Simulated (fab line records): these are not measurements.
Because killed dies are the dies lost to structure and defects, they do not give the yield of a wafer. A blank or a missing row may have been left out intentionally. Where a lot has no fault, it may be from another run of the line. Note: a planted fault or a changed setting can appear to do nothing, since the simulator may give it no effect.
Which tool was responsible? :: flow berkeley-cmos170 :: 14 lots, 42 wafers sampled, at 1 step of a route of 331

== WHAT THE GAUGES READ, wafer by wafer ==
The record lacks any reading of a measuring or inspecting step that a usual standard deviation could be used to judge.

== WHAT TOOL EACH LOT RAN ON (gives the tool, then ch and the chambers of the sampled wafers, and finally the start) ==
lot: L138
UCB170_M3_EXPOSE_12: krf-scanner-01 ch 0, day 8 06:47

lot: L136
UCB170_M3_EXPOSE_12: krf-scanner-01 ch 0, day 8 07:00

lot: L137
UCB170_M3_EXPOSE_12: krf-scanner-02 ch 0, day 8 07:16

lot: L139
UCB170_M3_EXPOSE_12: krf-scanner-02 ch 0, day 8 08:28

lot: L140
UCB170_M3_EXPOSE_12: krf-scanner-01 ch 0, day 9 00:22

lot: L141
UCB170_M3_EXPOSE_12: krf-scanner-02 ch 0, day 9 00:37

lot: L143
UCB170_M3_EXPOSE_12: krf-scanner-01, day 9 00:52

lot: L142
UCB170_M3_EXPOSE_12: krf-scanner-01, day 9 01:01

lot: L149
UCB170_M3_EXPOSE_12: krf-scanner-01 ch 0, day 10 19:11

lot: L153
UCB170_M3_EXPOSE_12: krf-scanner-01 ch 0, day 11 00:19

lot: L155
UCB170_M3_EXPOSE_12: krf-scanner-01 ch 0, day 11 06:14

lot: L156
UCB170_M3_EXPOSE_12: krf-scanner-01 ch 0, day 11 10:10

lot: L151
UCB170_M3_EXPOSE_12: krf-scanner-01 ch 0, day 11 10:17

lot: L154
UCB170_M3_EXPOSE_12: krf-scanner-02 ch 0, day 11 12:02
- UCB170_M3_EXPOSE_12: exposes mask METAL3, target cd 700 nm.

== WHAT THE TOOLS THEMSELVES READ (means of the sampled wafers that have a number; where no wafer has one, the mark that the record gives instead) ==
UCB170_M3_EXPOSE_12.
lot: L138
tool: krf-scanner-01
exposure-dose-mJ-cm2: 25.974
focus-offset-nm (nm): 0.4

lot: L136
tool: krf-scanner-01
exposure-dose-mJ-cm2: 26.017
focus-offset-nm (nm): -0.7

lot: L137
tool: krf-scanner-02
exposure-dose-mJ-cm2: 26.038
focus-offset-nm (nm): 0.2

lot: L139
tool: krf-scanner-02
exposure-dose-mJ-cm2: 25.973
focus-offset-nm (nm): -0.3

lot: L140
tool: krf-scanner-01
exposure-dose-mJ-cm2: 25.969
focus-offset-nm (nm): 0.6

lot: L141
tool: krf-scanner-02
exposure-dose-mJ-cm2: 25.980
focus-offset-nm (nm): -0.2

lot: L143
tool: krf-scanner-01
exposure-dose-mJ-cm2: -
focus-offset-nm (nm): -

lot: L142
tool: krf-scanner-01
exposure-dose-mJ-cm2: -
focus-offset-nm (nm): -

lot: L149
tool: krf-scanner-01
exposure-dose-mJ-cm2: 26.016
focus-offset-nm (nm): -0.2

lot: L153
tool: krf-scanner-01
exposure-dose-mJ-cm2: 25.989
focus-offset-nm (nm): -0.2

lot: L155
tool: krf-scanner-01
exposure-dose-mJ-cm2: 26.007
focus-offset-nm (nm): -0.0

lot: L156
tool: krf-scanner-01
exposure-dose-mJ-cm2: 25.958
focus-offset-nm (nm): -0.5

lot: L151
tool: krf-scanner-01
exposure-dose-mJ-cm2: 26.028
focus-offset-nm (nm): -0.4

lot: L154
tool: krf-scanner-02
exposure-dose-mJ-cm2: 26.028
focus-offset-nm (nm): -0.1

== THE ANSWER, worked out from the rows above alone ==
Rule: usual is defined by the lots themselves. Put in order of their means at a reading, lots are off if they are a third of the lots or fewer, leave a main group of 4 or more, and stand apart from it by a gap of 3 or more times the standard deviation of the main group's means; of several such gaps the widest counts. If all means in a main group match to the digits the tables above print for the reading, that group is not used. A lot without any number at a reading at which 4 lots or more have one is off too. Any other lot the step has rows for is counted as sound. Order of review: gauges by route order, followed by the tools' own readings, for which a lot's mean as printed above is used. The first step at which some lot is off is used, and at that step the reading that is off furthest; a lot without a number counts as furthest.
Off: L143, L142, at UCB170_M3_EXPOSE_12 (exposure-dose-mJ-cm2). Without a number there: L143, L142. The main group: mean 25.998, standard deviation 0.026.
A tool fits if, at that step or a process step before it, it ran every lot that is off, and no sound lot after the first of them. Not one of the candidates tried fits.

== WHAT THE SIMULATOR HAD INSERTED ==
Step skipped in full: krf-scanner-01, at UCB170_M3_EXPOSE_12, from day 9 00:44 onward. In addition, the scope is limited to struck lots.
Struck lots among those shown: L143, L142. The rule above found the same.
